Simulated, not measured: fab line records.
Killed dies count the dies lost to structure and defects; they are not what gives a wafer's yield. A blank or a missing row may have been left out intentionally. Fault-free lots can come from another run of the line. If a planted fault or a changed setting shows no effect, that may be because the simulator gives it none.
Chamber matching | flow berkeley cmos170 | rie diel-01 running UCB170_ACTIVE_ETCH_15: 4 sister chambers
The step etches Si3N4 in CH3F/Ar/O2, stops on SiO2, target depth 242 nm, time 151 s. 8 wafers are shown with their chamber, then 10 later ones without.

WAFERS, EACH WITH ITS CHAMBER
wafer  | chamber | drypump motor current A (A) | throttle valve pct (%)
L084.2 | 1       | 5.4                         | 8.05
L084.3 | 3       | 5.5                         | 8.08
L084.4 | 0       | 6.5                         | 8.17
L085.1 | 2       | 6.1                         | 7.90
L085.2 | 1       | 5.4                         | 8.05
L085.4 | 0       | 6.5                         | 8.15
L087.1 | 3       | 5.6                         | 8.07
L087.4 | 2       | 6.2                         | 7.90

WAFERS MISSING THEIR CHAMBER
wafer  | drypump motor current A (A) | throttle valve pct (%)
L087.6 | 5.6                         | 8.06
L090.1 | 6.5                         | 8.18
L090.4 | 5.4                         | 8.06
L090.5 | 5.4                         | 8.06
L093.4 | 5.4                         | 8.06
L093.5 | 5.4                         | 8.05
L093.6 | 6.1                         | 7.87
L096.1 | 6.2                         | 7.90
L096.2 | 5.4                         | 8.04
L096.5 | 5.4                         | 8.06

WHICH CHAMBER EACH ONE RAN IN
wafer  | from the rows above | in truth
L087.6 | 3                   | 3
L090.1 | 0                   | 0
L090.4 | 1                   | 1
L090.5 | 1                   | 1
L093.4 | 1                   | 1
L093.5 | 1                   | 1
L093.6 | 2                   | 2
L096.1 | 2                   | 2
L096.2 | 1                   | 1
L096.5 | 1                   | 1
Correctly placed: 10 of 10. Not placeable from these rows: 0. Wrongly placed: 0.
How it was worked out, from the rows above alone: a wafer's distance from a chamber is the root of the sum, over the readings, of the square of ((its reading less the chamber's mean) divided by the reading's scatter). The wafer belongs to the nearest chamber; if the next one is less than 2 further off, it can't be placed. A chamber's mean is the mean of its shown wafers. The scatter is the square root of a quotient: the sum, over the shown wafers, of each reading's squared deviation from its chamber's mean, divided by wafers minus chambers.
